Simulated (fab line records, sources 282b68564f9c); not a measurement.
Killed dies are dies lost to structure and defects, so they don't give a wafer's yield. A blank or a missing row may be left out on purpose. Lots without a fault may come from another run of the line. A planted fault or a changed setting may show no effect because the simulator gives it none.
A struck lot beside a sound one | flow rit_cmos | 44 steps out of a route of 202
Sound: wafers L537.1, L537.3, L537.4. Struck: wafers L553.2, L553.4, L553.5. The cause comes at the end.
At each step with rows: each side's tool, then ch and its chambers, then its first start. Under that, the readings that differ: sound wafers | struck wafers | difference of the means | sigmas: that difference in standard deviations of wafers without a fault.
alike: readings whose means differ by less than 2 such deviations, and words and numbers that are the same on both sides. not compared: withheld readings, readings that some wafer has no value for, bounds like >300 that may hide the same value, and numbers for which the record gives no deviation and whose values overlap.
The two part at a step that has a row with sigmas, a row that says differs or no value, or rows on one side only. Numbers that don't overlap but have no deviation are shown without sigmas and don't part them. A reading that every wafer of one side lacks parts them only if that side has two wafers or more.

first, 3 steps without rows for these wafers: RIT_GATE_EXPOSE_13 (exposes mask M6, target cd 150 nm); RIT_GATE_PEB_14; RIT_GATE_DEVELOP_15 (develop time 50 s).
RIT_GATE_CD_MEAS_16: target cd 150 nm.
  sound on cd_sem-01, day 3 18:36; struck on cd_sem-02, day 7 02:34
  alike: cd_nm
RIT_GATE_OVL_MEAS_17:
  sound on overlay-01, day 3 18:43; struck on overlay-01, day 7 02:40
  alike: GATE_OVL
then, 1 step without rows for these wafers: RIT_GATE_HARDBAKE_18 (time 60 s).
RIT_GATE_ETCH_19: etches poly-Si in SF6/CHF3/O2, stops on SiO2, time 165 s, target depth 312.5 nm.
  sound on rie_si-01 ch 1,2,3, day 3 18:54; struck on rie_si-01 ch 2,3, day 7 02:50
  alike: drypump_motor_current_A, oes_product_au, throttle_valve_pct
  not compared: rf_hours_counter_h
RIT_GATE_STRIP_20: strips in O2, time 180 s.
  sound on plasma_asher-02 ch 0,1, day 3 19:01; struck on plasma_asher-04 ch 0,1, day 7 02:57
  reading                     | sound       | struck      | difference | sigmas
  drypump_motor_current_A (A) | 5.2 5.5 5.2 | 6.3 6.1 6.1 | +0.9       | +2
  not compared: rf_hours_counter_h
RIT_GATE_CD_MEAS_90: target cd 150 nm.
  sound on cd_sem-02, day 3 19:11; struck on cd_sem-02, day 7 03:08
  alike: cd_nm
then, 3 steps without rows for these wafers: RIT_REOX_CLEAN_00 (cleans in SC1, time 600 s); RIT_REOX_CLEAN_01 (cleans in dHF, time 30 s); RIT_REOX_CLEAN_02 (cleans in SC2, time 600 s).
RIT_REOX_OXIDATION_03: target thk 25.2 nm, ox time 5580 s.
  sound on furnace-03 ch 0, day 3 19:40; struck on furnace-03 ch 0, day 7 03:38
  reading                                     | sound                | struck               | difference | sigmas
  spike_tc_centre_C (C)                       | 901.8 900.4 899.0    | 864.3 863.7 865.0    | -36.1      | -17
  spike_tc_load_C (C)                         | 925.1 926.7 925.6    | 890.5 890.7 890.3    | -35.3      | -17
  spike_tc_source_C (C)                       | 922.6 922.8 923.1    | 885.6 888.0 886.7    | -36.1      | -24
  tube_center_temp_C (C)                      | 900.07 900.02 899.89 | 864.15 864.33 864.34 | -35.72     | -99 or more
  tube_center_temp_C_max                      | 902.3 902.2 902.1    | 866.3 866.7 866.3    | -35.8      | -94
  zone_power_centre_pct (%)                   | 42.8 43.4 43.6       | 40.8 41.5 41.1       | -2.1       | -3
  zone_power_source_pct (%)                   | 25.6 24.7 24.9       | 23.5 23.6 23.4       | -1.6       | -2
  model.SiO2_of_REOX_OXIDATION_03.thk_nm (nm) | 25.2 24.91 24.98     | 16.95 16.51 16.58    | -8.35      |
  model.poly-Si_of_GATE_CVD_08.thk_nm (nm)    | 234.3 232.3 233.2    | 235.4 237.2 235.8    | +2.9       |
RIT_REOX_THK_MEAS_04:
  sound on film_metro-01, day 3 22:13; struck on film_metro-01, day 7 06:12
  reading             | sound          | struck         | difference | sigmas
  REOX_OXIDE_THK (nm) | 25.2 24.9 25.0 | 16.9 16.5 16.6 | -8.4       | -15
then, 6 steps without rows for these wafers: RIT_NLDD_HMDS_00 (prime time 60 s); RIT_NLDD_COAT_01 (resist thk 1000 nm); RIT_NLDD_SOFTBAKE_02 (time 60 s); RIT_NLDD_EXPOSE_03 (exposes mask M7, target cd 40700 nm); RIT_NLDD_PEB_04; RIT_NLDD_DEVELOP_05 (develop time 50 s).
RIT_NLDD_OVL_MEAS_06:
  sound on overlay-02, day 3 23:08; struck on overlay-01, day 7 07:07
  reading       | sound         | struck      | difference | sigmas
  NLDD_OVL (nm) | -1.0 -0.6 1.0 | 2.4 3.9 0.8 | +2.6       | +2
then, 2 steps without rows for these wafers: RIT_NLDD_HARDBAKE_07 (time 60 s); RIT_NLDD_IMPLANT_08.
RIT_NLDD_STRIP_09: strips in O2, time 180 s.
  sound on plasma_asher-04 ch 0,1, day 3 23:28; struck on plasma_asher-02 ch 0,1, day 7 07:26
  alike: drypump_motor_current_A
  not compared: rf_hours_counter_h
RIT_NLDD_TW_MEAS_10:
  sound on film_metro-02, day 3 23:39; struck on film_metro-02, day 7 07:37
  reading | sound          | struck         | difference | sigmas
  NLDD_TW | 2475 2490 2477 | 2515 2509 2494 | +25        | +3
then, 6 steps without rows for these wafers: RIT_PLDD_HMDS_00 (prime time 60 s); RIT_PLDD_COAT_01 (resist thk 1000 nm); RIT_PLDD_SOFTBAKE_02 (time 60 s); RIT_PLDD_EXPOSE_03 (exposes mask M8, target cd 40900 nm); RIT_PLDD_PEB_04; RIT_PLDD_DEVELOP_05 (develop time 50 s).
RIT_PLDD_OVL_MEAS_06:
  sound on overlay-01, day 4 00:55; struck on overlay-01, day 7 08:40
  reading       | sound       | struck         | difference | sigmas
  PLDD_OVL (nm) | 2.8 3.7 4.0 | -0.3 -0.7 -1.0 | -4.2       | -3
then, 2 steps without rows for these wafers: RIT_PLDD_HARDBAKE_07 (time 60 s); RIT_PLDD_IMPLANT_08.
RIT_PLDD_STRIP_09: strips in O2, time 180 s.
  sound on plasma_asher-03 ch 0,1, day 4 01:15; struck on plasma_asher-03 ch 1, day 7 08:59
  alike: drypump_motor_current_A
  not compared: rf_hours_counter_h
RIT_PLDD_TW_MEAS_10:
  sound on film_metro-02, day 4 01:26; struck on film_metro-04, day 7 09:10
  alike: PLDD_TW
RIT_SPACER_CLEAN_00: cleans in SC1, time 600 s.
  sound on wet_bench-01 ch 0, day 4 01:29; struck on wet_bench-02 ch 1, day 7 09:13
  reading                                     | sound             | struck           | difference | sigmas
  model.SiO2_of_REOX_OXIDATION_03.thk_nm (nm) | 23.23 22.96 23.03 | 15.64 15.23 15.3 | -7.68      |
then, 3 steps without rows for these wafers: RIT_SPACER_CLEAN_01 (cleans in dHF, time 30 s); RIT_SPACER_CLEAN_02 (cleans in SC2, time 600 s); RIT_SPACER_CVD_03 (deposits Si3N4 from SiH2Cl2/NH3, target thk 250 nm, time 3300 s).
RIT_SPACER_THK_MEAS_04:
  sound on film_metro-02, day 4 03:46; struck on film_metro-02, day 7 11:31
  alike: SPACER_NITRIDE_THK
RIT_SPACER_ETCHBACK_05: etches Si3N4 in SF6/CHF3, stops on SiO2, target depth 250 nm, time 240 s.
  sound on rie_diel-04 ch 0,1,3, day 4 03:50; struck on rie_diel-04 ch 0,3, day 7 11:34
  alike: drypump_motor_current_A, oes_product_au, throttle_valve_pct
  not compared: rf_hours_counter_h
RIT_SDANNEAL_CLEAN_02: cleans in SC2, time 600 s.
  sound on wet_bench-02 ch 2, day 4 07:17; struck on wet_bench-03 ch 0, day 7 14:52
  reading                                  | sound             | struck          | difference | sigmas
  model.poly-Si_of_GATE_CVD_08.thk_nm (nm) | 165.8 164.3 165.5 | 167.9 169 167.9 | +3.1       |
RIT_M1_PROBE_99:
  sound on prober-02, day 4 16:13; struck on prober-01, day 7 22:35
  reading                             | sound             | struck            | difference | sigmas
  model.etest.pmos_turned.r_on_ohm_um | 3354 3272 3262    | 2713 2823 2768    | -528       |
  model.etest.pmos_0p3.r_on_ohm_um    | 6256 6112 6078    | 5708 5891 5879    | -323       |
  model.etest.pmos_0p15.r_on_ohm_um   | 2694 2673 2632    | 2302 2378 2348    | -324       |
  model.etest.pldd.rs_ohm_sq          | 475.7 460.6 472   | 285.4 280.2 281.6 | -187.0     |
  model.etest.nldd.rs_ohm_sq          | 370.8 365.5 369.4 | 265.5 257.1 259.1 | -108.0     |
  model.etest.nmos_0p15.r_on_ohm_um   | 1118 1095 1089    | 982.7 1018 994.7  | -102.2     |
  model.etest.nmos_0p3.r_on_ohm_um    | 2132 2103 2099    | 2039 2059 2039    | -66        |
  model.etest.nmos_turned.drive_ua_um | 325.9 338.2 339.9 | 418.9 415.7 412.2 | +80.9      |
  alike: killed_at_contacts, killed_at_front_end, killed_dies, killed_open, killed_short

WHERE THEY PART
First at RIT_GATE_STRIP_20; last, within this record, at RIT_PLDD_OVL_MEAS_06. Later steps at which nothing parts them and some readings are alike: RIT_PLDD_STRIP_09, RIT_PLDD_TW_MEAS_10, RIT_SPACER_THK_MEAS_04, RIT_SPACER_ETCHBACK_05, RIT_M1_PROBE_99.

WHY: what the simulator had put in
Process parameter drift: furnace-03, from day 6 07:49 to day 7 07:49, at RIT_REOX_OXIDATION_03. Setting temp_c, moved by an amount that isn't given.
